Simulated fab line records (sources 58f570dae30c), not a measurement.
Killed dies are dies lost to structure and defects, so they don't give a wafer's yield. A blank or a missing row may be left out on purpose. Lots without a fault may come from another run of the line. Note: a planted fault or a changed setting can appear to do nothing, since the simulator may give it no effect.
Lot-split experiment    flow berkeleyCmos170    5 lots, 23 wafers read, on a route of 331 steps

THE SPLIT ITSELF
At UCB170_M1_PEB_07, the setting pebTempC was moved away from the recipe's 130 C on 11 of the 23 wafers read, by -2.0% to +2.8%. For the rest of the wafers, this setting stayed at what the recipe calls for.

FROM THE SPLIT TO THE READING: what the file shows between them, 5 steps
- UCB170_M1_DEVELOP_08: develop time 45 s
- UCB170_M1_CD_MEAS_09: target cd 700 nm
- UCB170_M1_ETCH_11: etches BARC in N2/H2
- UCB170_M1_METAL_ETCH_12: etches Al in Cl2/BCl3, stops on PSG, target depth 780 nm, time 130 s
- UCB170_M1_STRIP_13: strips in O2

THE READING
cdNm at UCB170_M1_CD_MEAS_90, given in nm (cd target 700 nm). Typical for fault-free wafers on this fab line: 699.4 nm, with standard deviation 2 nm.

wafer   tool, chamber at the split  pebTempC as run, C  against the recipe  cdNm, nm  against lot-mates on the recipe
L076.2  lithoTrack-02, 0            127.4               -2.0%               717.2     +21.0
L076.3  lithoTrack-02, 0            130                 recipe              696.8     -
L076.4  lithoTrack-02, 0            130                 recipe              695.7     -
L076.5  lithoTrack-02, 0            127.4               -2.0%               715.4     +19.1
L076.6  lithoTrack-02, 0            127.4               -2.0%               716.4     +20.1
L075.1  lithoTrack-02, 0            127.8               -1.7%               712.0     +15.2
L075.2  lithoTrack-02, 0            127.8               -1.7%               711.8     +15.0
L075.3  lithoTrack-02, 0            130                 recipe              696.5     -
L075.4  lithoTrack-02, 0            127.8               -1.7%               713.3     +16.5
L075.6  lithoTrack-02, 0            130                 recipe              697.1     -
L074.1  lithoTrack-04, 0            133.1               +2.4%               680.5     -18.5
L074.2  lithoTrack-04, 0            130                 recipe              699.7     -
L074.3  lithoTrack-04, 0            130                 recipe              698.3     -
L074.4  lithoTrack-04, 0            133.1               +2.4%               679.4     -19.6
L074.5  lithoTrack-04, 0            133.1               +2.4%               678.8     -20.2
L083.1  lithoTrack-04, 0            133.6               +2.8%               679.2     -21.0
L083.2  lithoTrack-04, 0            130                 recipe              699.9     -
L083.3  lithoTrack-04, 0            133.6               +2.8%               678.1     -22.1
L083.4  lithoTrack-04, 0            130                 recipe              699.4     -
L083.6  lithoTrack-04, 0            130                 recipe              701.3     -
L082.1  lithoTrack-02, 0            130                 recipe              700.6     -
L082.3  lithoTrack-02, 0            130                 recipe              700.0     -
L082.4  lithoTrack-02, 0            130                 recipe              699.9     -

THE FIT
A straight line over all 23 wafers: cdNm changes by -8 nm for each +1% of pebTempC; r = -0.99; the points scatter about the line by 1.6 nm.
The same after taking each lot's own level away (the mean of its wafers on the recipe; 23 wafers): -8.67 nm for each +1%; r = -1.00; scatter 1.3 nm.
According to that fit, moving pebTempC by its largest amount changes the reading by 24 nm.
The lots' own levels span 696.25 to 700.20 nm, that is 2.0 times the standard deviation above.
Consequently the slope shifts little with the lot-to-lot level, the two slopes agreeing.
Check: -23.6 nm against its lot-mates is what the line predicts for one of the wafers moved furthest among these (+2.8%) when that wafer is left out of the fit. Against them it came out at -21 nm.

OTHER SPLITS APPLIED TO THESE WAFERS
Before the reading, these wafers also passed through other splits. Each is held against what the fit with the lots' levels taken away leaves over:
other split on the same wafers    wafers away from the commonest value  r with cdNm (lot level and that fit taken away)
UCB170_PSD_PEB_04 pebTempC        10                                    +0.34
UCB170_NSD_PEB_04 pebTempC        10                                    +0.20
UCB170_SILICIDE_SPUTTER_01 timeS  11                                    +0.05
UCB170_CONTACT_ETCH_18 rfW        10                                    -0.25

THE WHOLE CHAIN: every reading that the file lists as answering this split, in the file's order
step                     what it does                                                          reading                                                   change (the file's fit)               r (the file's)
UCB170_M1_CD_MEAS_09     target cd 700 nm                                                      cdNm                                                      -8.11 nm for each +1% of the setting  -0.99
UCB170_M1_ETCH_11        etches BARC in N2/H2                                                  M1.cdNm (the simulator's own value, which no gauge read)  -8.27 nm for each +1% of the setting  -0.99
UCB170_M1_METAL_ETCH_12  etches Al in Cl2/BCl3, stops on PSG, target depth 780 nm, time 130 s  M1.cdNm (the simulator's own value, which no gauge read)  -8.53 nm for each +1% of the setting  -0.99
UCB170_M1_CD_MEAS_90     target cd 700 nm                                                      cdNm                                                      -8.53 nm for each +1% of the setting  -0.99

THE FILE'S OWN FIT
cdNm changes by -8.53 nm for each +1% of pebTempC, r = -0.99.
